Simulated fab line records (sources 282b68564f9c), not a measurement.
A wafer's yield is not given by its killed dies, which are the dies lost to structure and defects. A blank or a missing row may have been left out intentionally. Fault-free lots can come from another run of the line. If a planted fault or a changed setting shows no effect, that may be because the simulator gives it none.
Struck lot and sound lot, side by side | flow rit cmos | 28 steps out of a route of 202
Sound: these wafers, L833.2, L833.4, L833.6. Struck: wafers L837.1, L837.2, L837.3. Last of all comes the cause.
For every step that has rows: the tool of each side, followed by ch and its chambers, followed by its first start. Under that, the readings that differ: sound wafers | struck wafers | difference of the means | sigmas: that difference in standard deviations of wafers without a fault.
alike: words and numbers the same on both sides, and readings whose means are apart by under 2 such deviations; not compared: readings that were withheld, readings missing a value for some wafer, numbers with overlapping values and no deviation given by the record, and bounds like >300 which may hide the same value.
Wherever a step has rows on one side only, a row that says differs or no value, or a row with sigmas, the two part there. When numbers do not overlap yet have no deviation, they are printed without sigmas and do not part them. Lack of a reading on every wafer of one side parts them only where that side has two or more wafers.

RIT_ACTIVE_BOW_MEAS_00:
  sound on film metro-04, day 1 20:01; struck on film metro-02, day 2 16:00
  reading           | sound    | struck    | difference | sigmas
  INCOMING_BOW (um) | 11 12 -1 | -8 -4 -12 | -15        | -2
RIT_ACTIVE_OXIDATION_01: target thk 46.8 nm, ox time 3360 s.
  sound on furnace-03 ch 0, day 1 20:07; struck on furnace-03 ch 0, day 2 16:07
  reading                                       | sound             | struck            | difference | sigmas
  ox time s (s)                                 | 3360 3360 3360    | 1512 1512 1512    | -1848      |
  model.SiO2_of_ACTIVE_OXIDATION_01.thk nm (nm) | 47.13 46.67 47.16 | 30.16 29.45 29.19 | -17.39     |
  alike: ox temp c
RIT_ACTIVE_THK_MEAS_02:
  sound on film metro-04, day 1 22:04; struck on film metro-04, day 2 18:03
  reading               | sound          | struck         | difference | sigmas
  ACTIVE_OXIDE_THK (nm) | 47.1 46.7 47.2 | 30.1 29.5 29.2 | -17.4      | -17
then, 1 step without rows for these wafers: RIT_ACTIVE_CVD_03 (deposits Si3N4 from SiH2Cl2/NH3, target thk 150 nm, time 1500 s).
RIT_ACTIVE_THK_MEAS_04:
  sound on film metro-03, day 2 01:19; struck on film metro-04, day 2 19:32
  alike: ACTIVE_NITRIDE_THK
then, 6 steps without rows for these wafers: RIT_ACTIVE_HMDS_05 (prime time 60 s); RIT_ACTIVE_COAT_06 (resist thk 1000 nm); RIT_ACTIVE_SOFTBAKE_07 (time 60 s); RIT_ACTIVE_EXPOSE_08 (exposes mask M1, target cd 1400 nm); RIT_ACTIVE_PEB_09; RIT_ACTIVE_DEVELOP_10 (develop time 50 s).
RIT_ACTIVE_CD_MEAS_11: the cd target is 1400 nm.
  sound on cd sem-02, day 2 02:29; struck on cd sem-01, day 2 20:26
  alike: cd nm
then, 1 step without rows for these wafers: RIT_ACTIVE_HARDBAKE_12 (time 60 s).
RIT_ACTIVE_ETCH_13: etches Si3N4 in SF6, stops on SiO2, time 210 s, target depth 210 nm.
  sound on rie diel-04 ch 0,3, day 2 02:53; struck on rie diel-03 ch 0,1,3, day 2 20:43
  alike: chamber pressure mTorr, drypump motor current A, oes product au, throttle valve pct
  not compared: rf hours counter h
RIT_ACTIVE_STRIP_14: strips in O2, time 180 s.
  sound on plasma asher-03 ch 0,1, day 2 03:01; struck on plasma asher-01 ch 0,1, day 2 20:50
  alike: chamber pressure mTorr, drypump motor current A
  not compared: rf hours counter h
RIT_ACTIVE_CD_MEAS_90: the cd target is 1400 nm.
  sound on cd sem-02, day 2 03:12; struck on cd sem-02, day 2 21:01
  alike: cd nm
then, 4 steps without rows for these wafers: RIT_ACTIVE_CLEAN_15 (cleans in SC1, time 600 s); RIT_ACTIVE_CLEAN_16 (cleans in dHF, time 30 s); RIT_ACTIVE_CLEAN_17 (cleans in SC2, time 600 s); RIT_FOX1_OXIDATION_00 (target thk 350.7 nm, ox time 1130 s).
RIT_FOX1_THK_MEAS_01:
  sound on film metro-02, day 2 05:10; struck on film metro-01, day 3 00:03
  alike: FOX1_OXIDE_THK
then, 2 steps without rows for these wafers: RIT_FOX1_WET_ETCH_02 (etches SiO2 in BOE, target depth 350 nm, time 390 s); RIT_FOX2_OXIDATION_00 (target thk 350.7 nm, ox time 1130 s).
RIT_FOX2_THK_MEAS_01:
  sound on film metro-01, day 2 06:40; struck on film metro-01, day 3 01:33
  alike: FOX2_OXIDE_THK
then, 1 step without rows for these wafers: RIT_FOX2_CLEAN_02 (cleans in dHF, time 180 s).
RIT_FOX2_WET_ETCH_03: etches Si3N4 in H3PO4, target depth 195 nm, time 2700 s.
  sound on wet bench-01 ch 1, day 2 06:47; struck on wet bench-01 ch 3, day 3 01:40
  reading                                       | sound             | struck           | difference | sigmas
  model.SiO2_of_ACTIVE_OXIDATION_01.thk nm (nm) | 41.72 40.95 41.75 | 26.8 24.68 26.03 | -15.6      |
RIT_FOX2_THK_MEAS_90:
  sound on film metro-01, day 2 07:38; struck on film metro-04, day 3 02:26
  alike: FIELD_OXIDE_LEFT_1_THK
RIT_M1_PROBE_99:
  sound on prober-02, day 4 02:23; struck on prober-02, day 4 17:13
  reading                             | sound             | struck            | difference | sigmas
  model.etest.nldd.width nm (nm)      | 3186 3165 3177    | 3300 3327 3310    | +136       |
  model.etest.pldd.width nm (nm)      | 3174 3189 3172    | 3306 3309 3306    | +129       |
  model.etest.pplus sal.width nm (nm) | 3452 3439 3458    | 3548 3551 3513    | +88        |
  model.etest.nplus sal.width nm (nm) | 3449 3461 3467    | 3556 3558 3544    | +94        |
  model.etest.nmos_0p3.r on ohm um    | 2083 2080 2110    | 2200 2199 2196    | +107       |
  model.etest.nmos narrow.drive ua um | 240.2 244.2 236.3 | 250.7 249.8 244.9 | +8.2       |
  model.etest.pmos narrow.drive ua um | 107.8 110.5 106.4 | 113.2 113.6 111.1 | +4.4       |
  model.etest.nmos_0p3.drive ua um    | 237.3 240.8 236.2 | 222.6 223.4 218.1 | -16.7      |
  alike: killed at front end, killed dies, killed open, killed short

## WHERE THEY PART
At RIT_ACTIVE_BOW_MEAS_00 first; at RIT_ACTIVE_THK_MEAS_02 last (within this record only). Later steps at which nothing parts them and some readings are alike: RIT_ACTIVE_THK_MEAS_04, RIT_ACTIVE_CD_MEAS_11, RIT_ACTIVE_ETCH_13, RIT_ACTIVE_STRIP_14, RIT_ACTIVE_CD_MEAS_90, RIT_FOX1_THK_MEAS_01, RIT_FOX2_THK_MEAS_01, RIT_FOX2_THK_MEAS_90, RIT_M1_PROBE_99.

WHY: what the simulator had put in
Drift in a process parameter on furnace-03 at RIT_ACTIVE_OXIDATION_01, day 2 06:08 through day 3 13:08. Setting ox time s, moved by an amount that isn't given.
